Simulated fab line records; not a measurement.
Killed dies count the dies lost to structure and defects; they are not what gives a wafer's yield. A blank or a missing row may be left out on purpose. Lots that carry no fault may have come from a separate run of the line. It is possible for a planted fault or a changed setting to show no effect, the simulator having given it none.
The tool behind it: which one? / flow berkeley cmos170 / 7 lots, 21 wafers sampled, at 2 steps of a route of 331

WHAT THE GAUGES READ, wafer by wafer
UCB170_V2_CD_MEAS_12: the cd target is 700 nm.
lot=L711; measured=day 8 20:33; on=cd sem-01; cd nm (nm)=698.0 698.4 697.4
lot=L713; measured=day 9 04:01; on=cd sem-01; cd nm (nm)=701.2 701.5 700.4
lot=L717; measured=day 9 23:59; on=cd sem-02; cd nm (nm)=704.9 705.3 706.1
lot=L724; measured=day 11 06:21; on=cd sem-02; cd nm (nm)=701.0 700.8 701.9
lot=L728; measured=day 11 23:18; on=cd sem-02; cd nm (nm)=700.7 700.0 701.4
lot=L731; measured=day 12 12:59; on=cd sem-01; cd nm (nm)=698.6 698.7 699.0
lot=L732; measured=day 13 00:50; on=cd sem-01; cd nm (nm)=701.6 699.4 700.9

WHICH TOOL RAN EACH LOT (tool, then ch and the chambers of the sampled wafers, then the start)
lot=L711; UCB170_V2_PEB_10=litho track-01 ch 0, day 8 20:00
lot=L713; UCB170_V2_PEB_10=litho track-01 ch 0, day 9 03:44
lot=L717; UCB170_V2_PEB_10=litho track-02 ch 0, day 9 23:43
lot=L724; UCB170_V2_PEB_10=litho track-04 ch 0, day 11 06:05
lot=L728; UCB170_V2_PEB_10=litho track-04 ch 0, day 11 23:02
lot=L731; UCB170_V2_PEB_10=litho track-01 ch 0, day 12 12:43
lot=L732; UCB170_V2_PEB_10=litho track-02 ch 0, day 13 00:29
- UCB170_V2_PEB_10

THE ANSWER, worked out from the rows above alone
Rule: usual is defined by the lots themselves. Put in order of their means at a reading, lots are off if they are a third of the lots or fewer, leave a main group of 4 or more, and stand apart from it by a gap of 3 or more times the standard deviation of the main group's means; of several such gaps the widest counts. If all means in a main group match to the digits the tables above print for the reading, that group is not used. A lot without any number at a reading at which 4 lots or more have one is off too. All remaining lots with rows at the step are treated as sound.
Off, at UCB170_V2_CD_MEAS_12 on cd nm: L717. For the main group the mean is 700.0 nm and the standard deviation 1.2.
A tool fits if, at a process step before that reading, it ran every lot that is off, and no sound lot after the first of them. The gauges at UCB170_V2_CD_MEAS_12 are tried like those tools. Not one of the candidates tried fits.

WHAT WAS PUT IN BY THE SIMULATOR
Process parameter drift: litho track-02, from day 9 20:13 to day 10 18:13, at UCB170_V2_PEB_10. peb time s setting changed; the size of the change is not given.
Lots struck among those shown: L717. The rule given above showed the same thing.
